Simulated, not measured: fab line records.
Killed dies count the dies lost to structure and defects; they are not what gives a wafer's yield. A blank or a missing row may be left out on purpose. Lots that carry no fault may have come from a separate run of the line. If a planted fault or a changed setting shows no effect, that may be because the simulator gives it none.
8D (eight disciplines) problem report, filled in by code ; flow berkeley_cmos170 ; the parts of the form that need people (team, actions taken, sign-off) are left out

## 1. THE PROBLEM
NSD_RS at UCB170_SDANNEAL_RS_MEAS_03 reads a mean of 34.29 ohm/sq on 6 wafers of 2 lots; wafers without a fault read 37.25 ohm/sq with a standard deviation of 0.085. Relative to the usual mean, that is a shift of -35 standard deviations.
The step: measures by four-point-probe.
Seen first at day 10 10:22 on film_metro-04, wafer L357.1. The record holds 42 wafers of 14 lots with a number at this step. By rule, "out" or "out of limits" means more than 4 standard deviations away from the usual mean. The other wafers with a number count as sound.

## 2. WHAT IT IS, AND WHAT IT ISN'T
question;is;is not
which readings at this step;NSD_RS;-
which lots;L357, L358;L347, L348, L349, L352, L354, L359, L363, L364, L365, L366, L368, L369
which wafers of those lots;all that have a number;-
read on which gauges;film_metro-04;film_metro-02, film_metro-03
when;from day 10 10:22;"up to then (15 sound wafers); but 21 sound wafers of L359, L363, L364, L365, L366, L368, L369 came after"

## 3. WHAT RULES OUT EACH SUSPECT
Counting: a tool stays on the suspect list if, at a process step up to the reading, it processed all lots that are out and no sound lot following the first of them.
- the gauge at UCB170_SDANNEAL_RS_MEAS_03 is ruled out. All the wafers that are out were read on film_metro-04, but those of them that UCB170_NSD_IMPLANT_08 has rows for are out there too, on other tools.
- rie_diel-01 at UCB170_SPACER_ETCHBACK_03 (etches SiO2 in CHF3/CF4/Ar, stops on Si, target depth 376 nm, time 100 s): ruled out as a lasting fault. Following L357 (day 10 02:13), the first lot on it that is out, the sound lots L365 were run on it.
- implanter-04 at UCB170_NSD_IMPLANT_08: kept. It processed each lot that is out, first L357 at day 10 08:51, and no sound lot thereafter; up to then, the last sound lot it processed was L354 at day 9 23:14. Out on those wafers are its own readings of dose_ions_cm2, faraday_current_uA.
Left after counting: implanter-04 at UCB170_NSD_IMPLANT_08.

## 4. THE CAUSE (what the simulator had put in)
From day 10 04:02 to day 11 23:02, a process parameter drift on implanter-04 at UCB170_NSD_IMPLANT_08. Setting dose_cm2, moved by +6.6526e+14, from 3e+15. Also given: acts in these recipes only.
After counting, this tool was the only one left.

## 5. SEQUENCE OF EFFECTS, ordered by route
One row per reading whose mean, taken over the struck wafers that have a number, lies over 3 standard deviations from the usual. Scope: only readings with a usual standard deviation given in the record; hours: median across lots of the time from each lot's start at the first step in this table that gives one to its start at this step; sigmas: change in usual standard deviations.
hours;step;reading;usual;on struck wafers;change;sigmas
0;UCB170_NSD_IMPLANT_08;dose_ions_cm2;3.001e+15;3.665e+15;+6.640e+14;+99 or more
0;UCB170_NSD_IMPLANT_08;faraday_current_uA;9265;11276;+2011;+11
0;UCB170_NSD_STRIP_09;oes_product_au;0.534 a.u.;0.518;-0.016;-3.3
0;UCB170_NSD_STRIP_09;strip_time_to_endpoint_s;35.84 s;37.82;+1.98;+28
2;UCB170_SDANNEAL_RS_MEAS_03;NSD_RS;37.25 ohm/sq;34.29;-2.96;-35
Its process steps:
- UCB170_NSD_IMPLANT_08
- UCB170_NSD_STRIP_09: strips in O2.

## 6. HOW IT WOULD HAVE BEEN CAUGHT EARLIER
Counted from the fault's start at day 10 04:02, it took 6 hours until the first out-of-limits reading at a measuring or inspecting step in this record, taken at day 10 10:22.
The tool's own readings at UCB170_NSD_IMPLANT_08 were out on every struck wafer that the step has a row for (dose_ions_cm2, faraday_current_uA): an alarm limit on them would have fired on the first of those.
Lots out: 2; of these, L358 started UCB170_NSD_IMPLANT_08 on implanter-04 after day 10 10:22. It would have been spared by a hold on the tool at that moment.
